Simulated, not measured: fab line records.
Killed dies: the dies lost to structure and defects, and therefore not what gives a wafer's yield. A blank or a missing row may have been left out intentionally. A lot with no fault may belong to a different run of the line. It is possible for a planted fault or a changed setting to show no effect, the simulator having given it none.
2 desks looking at one fault    flow berkeley-cmos170    numbers are kept per desk, each desk with only its own; the story behind them comes last

## TOOL OWNER'S DESK, furnace-02
The tool's own readings at UCB170_GATE_OXIDATION_01 (target thk 6.6 nm, ox time 1800 s): means of the sampled wafers that have a number, for each lot that ran on this tool. Any lot whose mean is over 4 standard deviations away from the usual mean is out of limits and marked OUT; that distance is given in the brackets.
Columns: A = spike-tc-centre-C at UCB170_GATE_OXIDATION_01, usual 852.3 C; B = zone-power-centre-pct at UCB170_GATE_OXIDATION_01, usual 37.1 %; C = zone-power-source-pct at UCB170_GATE_OXIDATION_01, usual 22.1 %
lot   first seen here  A                B     C
L113  day 7 03:16      851.5            34.8  21.8
L114  day 7 03:16      852.1            34.4  21.6
L115  day 7 03:16      852.3            34.7  21.7
L116  day 7 11:22      879.6 (+23) OUT  44.5  20.2
L117  day 7 11:22      880.3 (+23) OUT  44.0  20.0
This desk finds L116, L117 out of limits, L116 being first, at day 7 11:22 (spike-tc-centre-C at UCB170_GATE_OXIDATION_01). Within limits: L113, L114, L115.

## FROM THE METROLOGY DESK
Means of the sampled wafers that have a number, per lot and without regard to the tool the lot ran on: this is what the gauges read. Any lot whose mean is over 4 standard deviations away from the usual mean is out of limits and marked OUT; that distance is given in the brackets.
Columns: A = PVT_OVL at UCB170_PVT_OVL_MEAS_06, usual -3 nm; B = PVT_TW at UCB170_PVT_TW_MEAS_09, usual 511; C = GATE_OXIDE_THK at UCB170_GATE_THK_MEAS_02, usual 6.59 nm; D = cd-nm at UCB170_GATE_CD_MEAS_12, usual 350.1 nm
lot   first seen here  A    B    C                D
L110  day 5 08:36      0    509  6.42             348.2
L111  day 5 18:22      -10  509  6.70             349.7
L112  day 6 09:52      -1   511  6.49             350.0
L113  day 6 19:50      -2   510  6.67             349.3
L114  day 6 20:07      2    514  6.46             348.3
L115  day 6 20:23      13   510  6.74             350.1
L117  day 7 05:45      -2   514  6.92             350.0
L116  day 7 05:47      -2   510  7.18 (+5.4) OUT  351.3
L123  day 8 18:40      -6   515  6.46             351.6
L133  day 10 06:06     0    517  6.53             351.5
L131  day 10 06:22     -12  512  6.48             351.1
L132  day 10 06:55     -1   512  6.73             350.7
This desk reports L116 out of limits; the earliest was L116 at day 7 12:52 (GATE_OXIDE_THK at UCB170_GATE_THK_MEAS_02). Within limits: L110, L111, L112, L113, L114, L115, L117, L123, L133, L131, L132.

## BROUGHT TOGETHER
At day 7 11:22, on L116, L117, the tool owner's desk was in a position to raise an alarm.
Metrology desk: alarm possible at day 7 12:52 on L116.
The metrology desk has L117 on record, within its limits.
On furnace-02, each named lot ran UCB170_GATE_OXIDATION_01.

## WHAT THE SIMULATOR PUT IN
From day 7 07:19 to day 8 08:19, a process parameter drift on furnace-02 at UCB170_GATE_OXIDATION_01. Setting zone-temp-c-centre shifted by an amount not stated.
Struck lots among those shown: L116, L117.
Hours from the fault's start to each desk's first reading out of limits: the tool owner's desk, 4; the metrology desk, 6.
